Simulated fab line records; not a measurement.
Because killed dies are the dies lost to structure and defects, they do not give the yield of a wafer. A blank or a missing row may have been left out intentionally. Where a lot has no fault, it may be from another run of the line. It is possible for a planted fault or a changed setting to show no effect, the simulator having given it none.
fab line records | flow ritCmos
[record] lots = 14 | wafers = 42 | lastDay = 7
route steps=202 shown NSD@139 M1@202
lots that met no fault: taken from a fault-free run of the same line
startH: hours from the record's first day to the start of the lot's first wafer shown | waitH: hours from the lot's prior step to this one | " the same as in the row above | L1.1+2: one row covering several wafers at once | - no value, or no start was given | * or withheld: withheld | < > ~ a bound
route shown NAME@n: a module of which the file shows steps, and the number in the route of the first | usual: mean/standard deviation taken from wafers without a fault | same: alike in all rows | chamber/n: place in a boat | sites: per-site readings | _std_site: the standard deviation of these | _edge_site: the outer-site mean with the inner-site mean subtracted | radiusMm: how far each site lies from the wafer's centre | mask NAME#n: copy n | behind: the last tool/chamber to shape the wafer | hold: why the lot was held/for how many hours/how that ended | device: names the non-switching transistor (n, p or np) | end of line: the same wafers' tests at the end of the route | step lacking rows: just its recipe | killed: dies that structure and defects cost at the first sort, which is not the same as the wafer's yield | map: a wafer's dies, marking killed ones x, the rest . and places with no die _
set.NAME: the setting as run; set.NAME@STEP: as run at that earlier step | model.NAME: the simulator's own value behind a step, which no gauge read
route steps across a sampled set of lots; one table per step, one row per wafer
services: a tool's chamber out of use, with start hour (startH, from the record's first day; less than 0 if before it), hours out, and reason
[[steps]]
[step RIT_NSD_IMPLANT_08]
[recipe] species = P | energyKev = 25 | doseCm2 = 1.023e+15 | tiltDeg = 7
[usual] beamEnergyKeV = 25.000/0.0079
lot.wafer | tool         | chamber | startH | waitH | beamEnergyKeV
L354.1    | implanter-01 | 0       | 49.98  | 0.1   | 24.996
L354.2    | "            | 0       | "      | "     | 24.996
L354.4    | "            | 0       | "      | "     | 24.993
L355.1    | implanter-03 | 0       | 56.42  | 0.1   | 24.999
L355.2    | "            | 0       | "      | "     | 25.012
L355.5    | "            | 0       | "      | "     | 25.001
L357.1    | implanter-02 | 0       | 68.53  | 0.1   | 24.993
L357.3    | "            | 0       | "      | "     | 24.983
L357.6    | "            | 0       | "      | "     | 24.995
L358.1    | implanter-02 | 0       | 73.21  | 0.1   | 25.001
L358.4    | "            | 0       | "      | "     | 24.980
L358.6    | "            | 0       | "      | "     | 24.985
L359.1    | implanter-01 | 0       | 77.09  | 0.1   | 24.991
L359.2    | "            | 0       | "      | "     | 25.008
L359.4    | "            | 0       | "      | "     | 24.995
L360.1    | implanter-01 | 0       | 83.59  | 0.1   | 25.000
L360.3    | "            | 0       | "      | "     | 24.997
L360.5    | "            | 0       | "      | "     | 24.996
L361.1    | implanter-01 | 0       | 87.25  | 0.1   | 25.010
L361.3    | "            | 0       | "      | "     | 25.001
L361.4    | "            | 0       | "      | "     | 25.002
L362.1    | implanter-01 | 0       | 93.06  | 0.1   | 22.366
L362.3    | "            | 0       | "      | "     | 22.357
L362.5    | "            | 0       | "      | "     | 22.371
L363.3    | implanter-02 | 0       | 98.04  | 0.1   | 24.993
L363.4    | "            | 0       | "      | "     | 25.005
L363.5    | "            | 0       | "      | "     | 25.006
L365.1    | implanter-03 | 0       | 105.34 | 0.1   | 25.018
L365.3    | "            | 0       | "      | "     | 24.999
L365.6    | "            | 0       | "      | "     | 25.006
L368.3    | implanter-01 | 0       | 121.99 | 0.1   | 22.346
L368.4    | "            | 0       | "      | "     | 22.348
L368.5    | "            | 0       | "      | "     | 22.359
L375.1    | implanter-02 | 0       | 155.02 | 0.1   | 24.993
L375.3    | "            | 0       | "      | "     | 25.003
L375.4    | "            | 0       | "      | "     | 24.992
L376.2    | implanter-03 | 0       | 163.13 | 0.1   | 25.001
L376.5    | "            | 0       | "      | "     | 25.000
L376.6    | "            | 0       | "      | "     | 25.008
L377.2    | implanter-03 | 0       | 164.85 | 0.1   | 25.000
L377.3    | "            | 0       | "      | "     | 25.001
L377.5    | "            | 0       | "      | "     | 24.991
[step RIT_NSD_TW_MEAS_10]
[usual] NSD_TW = 3132/27
lot.wafer | tool         | chamber | startH | waitH | hold                    | NSD_TW
L354.1    | filmMetro-01 | -       | 50.30  | 0.1   | -                       | 3108
L354.2    | "            | -       | "      | "     | -                       | 3091
L354.4    | "            | -       | "      | "     | -                       | 3108
L355.1    | filmMetro-01 | -       | 56.74  | 0.1   | -                       | 3109
L355.2    | "            | -       | "      | "     | -                       | 3094
L355.5    | "            | -       | "      | "     | -                       | 3092
L357.1    | filmMetro-02 | -       | 68.85  | 0.1   | -                       | 3112
L357.3    | "            | -       | "      | "     | -                       | 3138
L357.6    | "            | -       | "      | "     | -                       | 3118
L358.1    | filmMetro-01 | -       | 73.53  | 0.1   | -                       | 3128
L358.4    | "            | -       | "      | "     | -                       | 3126
L358.6    | "            | -       | "      | "     | -                       | 3118
L359.1    | filmMetro-01 | -       | 77.42  | 0.1   | -                       | 3111
L359.2    | "            | -       | "      | "     | -                       | 3120
L359.4    | "            | -       | "      | "     | -                       | 3112
L360.1    | filmMetro-02 | -       | 83.92  | 0.1   | -                       | 3140
L360.3    | "            | -       | "      | "     | -                       | 3127
L360.5    | "            | -       | "      | "     | -                       | 3121
L361.1    | filmMetro-02 | -       | 87.58  | 0.1   | -                       | 3130
L361.3    | "            | -       | "      | "     | -                       | 3127
L361.4    | "            | -       | "      | "     | -                       | 3147
L362.1    | filmMetro-04 | -       | 93.38  | 0.1   | -                       | 3109
L362.3    | "            | -       | "      | "     | -                       | 3087
L362.5    | "            | -       | "      | "     | -                       | 3095
L363.3    | filmMetro-01 | -       | 98.33  | 0.1   | -                       | 3130
L363.4    | "            | -       | "      | "     | -                       | 3134
L363.5    | "            | -       | "      | "     | -                       | 3115
L365.1    | filmMetro-01 | -       | 105.66 | 0.1   | -                       | 3119
L365.3    | "            | -       | "      | "     | -                       | 3119
L365.6    | "            | -       | "      | "     | -                       | 3109
L368.3    | filmMetro-01 | -       | 122.29 | 0.1   | awaitDispo/0.2h/release | 3011
L368.4    | "            | -       | "      | "     | awaitDispo/0.2h/release | 3011
L368.5    | "            | -       | "      | "     | awaitDispo/0.2h/release | 3016
L368.3    | filmMetro-01 | -       | 122.51 | 0.2   | -                       | 3007
L368.4    | "            | -       | "      | "     | -                       | 3014
L368.5    | "            | -       | "      | "     | -                       | 3028
L375.1    | filmMetro-04 | -       | 155.34 | 0.1   | -                       | 3170
L375.3    | "            | -       | "      | "     | -                       | 3186
L375.4    | "            | -       | "      | "     | -                       | 3163
L376.2    | filmMetro-01 | -       | 163.50 | 0.1   | -                       | 3118
L376.5    | "            | -       | "      | "     | -                       | 3095
L376.6    | "            | -       | "      | "     | -                       | 3118
L377.2    | filmMetro-02 | -       | 165.16 | 0.1   | -                       | 3164
L377.3    | "            | -       | "      | "     | -                       | 3149
L377.5    | "            | -       | "      | "     | -                       | 3159
[step RIT_SDANNEAL_RS_MEAS_05]
[recipe] thkMeasGauge = four-point-probe
[usual] NSD_RS = 83.06/0.22
lot.wafer | tool         | chamber | startH | waitH | hold                    | NSD_RS[ohm/sq]
L354.1    | filmMetro-02 | -       | 52.45  | 0.1   | -                       | 82.91
L354.2    | "            | -       | "      | "     | -                       | 82.89
L354.4    | "            | -       | "      | "     | -                       | 83.16
L355.1    | filmMetro-01 | -       | 58.77  | 0.1   | -                       | 82.57
L355.2    | "            | -       | "      | "     | -                       | 83.02
L355.5    | "            | -       | "      | "     | -                       | 82.96
L357.1    | filmMetro-04 | -       | 71.03  | 0.1   | -                       | 82.90
L357.3    | "            | -       | "      | "     | -                       | 82.56
L357.6    | "            | -       | "      | "     | -                       | 82.88
L358.1    | filmMetro-02 | -       | 75.70  | 0.1   | -                       | 82.70
L358.4    | "            | -       | "      | "     | -                       | 82.91
L358.6    | "            | -       | "      | "     | -                       | 83.01
L359.1    | filmMetro-01 | -       | 79.57  | 0.1   | -                       | 83.18
L359.2    | "            | -       | "      | "     | -                       | 82.81
L359.4    | "            | -       | "      | "     | -                       | 83.01
L360.1    | filmMetro-02 | -       | 86.09  | 0.1   | -                       | 83.31
L360.3    | "            | -       | "      | "     | -                       | 83.29
L360.5    | "            | -       | "      | "     | -                       | 83.15
L361.1    | filmMetro-02 | -       | 89.73  | 0.1   | -                       | 83.30
L361.3    | "            | -       | "      | "     | -                       | 83.26
L361.4    | "            | -       | "      | "     | -                       | 83.24
L362.1    | filmMetro-01 | -       | 95.54  | 0.1   | awaitDispo/0.2h/release | 84.21
L362.3    | "            | -       | "      | "     | awaitDispo/0.2h/release | 84.23
L362.5    | "            | -       | "      | "     | awaitDispo/0.2h/release | 84.27
L362.1    | filmMetro-01 | -       | 97.89  | 2.3   | -                       | 84.20
L362.3    | "            | -       | "      | "     | -                       | 84.03
L362.5    | "            | -       | "      | "     | -                       | 84.32
L363.3    | filmMetro-04 | -       | 100.52 | 0.1   | -                       | 82.85
L363.4    | "            | -       | "      | "     | -                       | 82.68
L363.5    | "            | -       | "      | "     | -                       | 82.94
L365.1    | filmMetro-01 | -       | 107.83 | 0.1   | -                       | 83.09
L365.3    | "            | -       | "      | "     | -                       | 83.51
L365.6    | "            | -       | "      | "     | -                       | 83.36
L368.3    | filmMetro-02 | -       | 125.17 | 0.1   | awaitDispo/0.2h/release | 84.45
L368.4    | "            | -       | "      | "     | awaitDispo/0.2h/release | 84.50
L368.5    | "            | -       | "      | "     | awaitDispo/0.2h/release | 84.68
L368.3    | filmMetro-02 | -       | 125.62 | 0.4   | -                       | 84.42
L368.4    | "            | -       | "      | "     | -                       | 84.45
L368.5    | "            | -       | "      | "     | -                       | 84.75
L375.1    | filmMetro-02 | -       | 157.66 | 0.1   | -                       | 83.24
L375.3    | "            | -       | "      | "     | -                       | 83.01
L375.4    | "            | -       | "      | "     | -                       | 83.09
L376.2    | filmMetro-01 | -       | 165.69 | 0.1   | -                       | 83.55
L376.5    | "            | -       | "      | "     | -                       | 83.39
L376.6    | "            | -       | "      | "     | -                       | 83.39
L377.2    | filmMetro-02 | -       | 167.19 | 0.1   | -                       | 82.71
L377.3    | "            | -       | "      | "     | -                       | 82.81
L377.5    | "            | -       | "      | "     | -                       | 82.77
[step RIT_M1_PROBE_99]
[usual] killedAtContacts = 0.1/0.35 | killedAtFrontEnd = 6.9/2.8 | killedDies = 7.0/2.8 | killedOpen = 3.4/2 | killedShort = 3.5/2.1
[same] grossDies = 264 | killed_at_M0_to_M3 = 0 | killed_at_M4_up = 0 | killedAtBackSide = 0 | killedAtOther = 0
lot.wafer | tool      | chamber | startH | waitH | killedAtContacts | killedAtFrontEnd | killedDies | killedOpen | killedShort
L362.3    | prober-01 | -       | 112.07 | 0.2   | 0                | 5                | 5          | 3          | 2
L362.5    | prober-01 | -       | 112.17 | 0.2   | 1                | 5                | 6          | 4          | 2
L368.3    | prober-01 | -       | 138.16 | 0.2   | 0                | 12               | 12         | 5          | 7
L368.4    | prober-01 | -       | 138.21 | 0.2   | 0                | 6                | 6          | 0          | 6
L368.5    | prober-01 | -       | 138.26 | 0.2   | 0                | 4                | 4          | 2          | 2
// killed by level:class
L362.3 REOX:geometricParticle:open=2 SPACER:geometricParticle:short=2 GATE:geometricParticle:open=1
L362.5 FOX1:geometricParticle:open=1 FOX1:geometricParticle:short=1 GATE:geometricParticle:open=1 GATE:geometricParticle:short=1 REOX:geometricParticle:open=1 CONTACT:geometricParticle:open=1
L368.3 FOX1:geometricParticle:open=3 GATE:geometricParticle:short=2 FOX1:geometricParticle:short=1 FOX2:geometricParticle:short=1 GATE:geometricParticle:open=1 REOX:geometricParticle:open=1 REOX:geometricParticle:short=1 SPACER:geometricParticle:short=1
L368.4 GATE:geometricParticle:short=5 SILICIDE:geometricParticle:short=1
L368.5 FOX1:geometricParticle:open=1 GATE:geometricParticle:open=1 GATE:geometricParticle:short=1 REOX:geometricParticle:short=1
[[services]]
tool         | chamber | startH | hours | kind
implanter-03 | -       | 88.29  | 0.5   | repair
implanter-03 | -       | 128.69 | 2.9   | repair
implanter-03 | -       | 152.57 | 3.6   | repair
[[key]]
[firstSign] step = RIT_NSD_IMPLANT_08 | reading = beamEnergyKeV | direction = down | sigmas = 99+ | usual = 25.000 | struck = 22.358
[effect] step = RIT_NSD_TW_MEAS_10 | reading = visit | direction = added
[effect] step = RIT_SDANNEAL_RS_MEAS_05 | reading = visit | direction = added
[effect] step = RIT_SDANNEAL_RS_MEAS_05 | reading = NSD_RS | direction = up | sigmas = 6.1 | usual = 83.06 | struck = 84.39
metAt RIT_NSD_IMPLANT_08
struckLots L362,L368
rowsEnd L362.1
testerLeftOut L362,L368
onsetBetween 87.25 93.06
[fault] kind = processParameterDrift | tool = implanter-01 | chamber = - | onsetH = 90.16 | steps = RIT_NSD_IMPLANT_08 | channel = energyKev | offset = -2.6431 | shape = step | endH = 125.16 | actsIn = theseRecipesOnly | stated = 25
// testerLeftOut: of these lots the tester's yield and bins aren't shown, on N5 and GAA mostly nor the transistor test; their killed dies are dies lost to structure and defects alone, not to doping, threshold or leakage, so they don't give the yield
// rowsEnd: these wafers met a further fault down the route, and their rows from its step on are left out
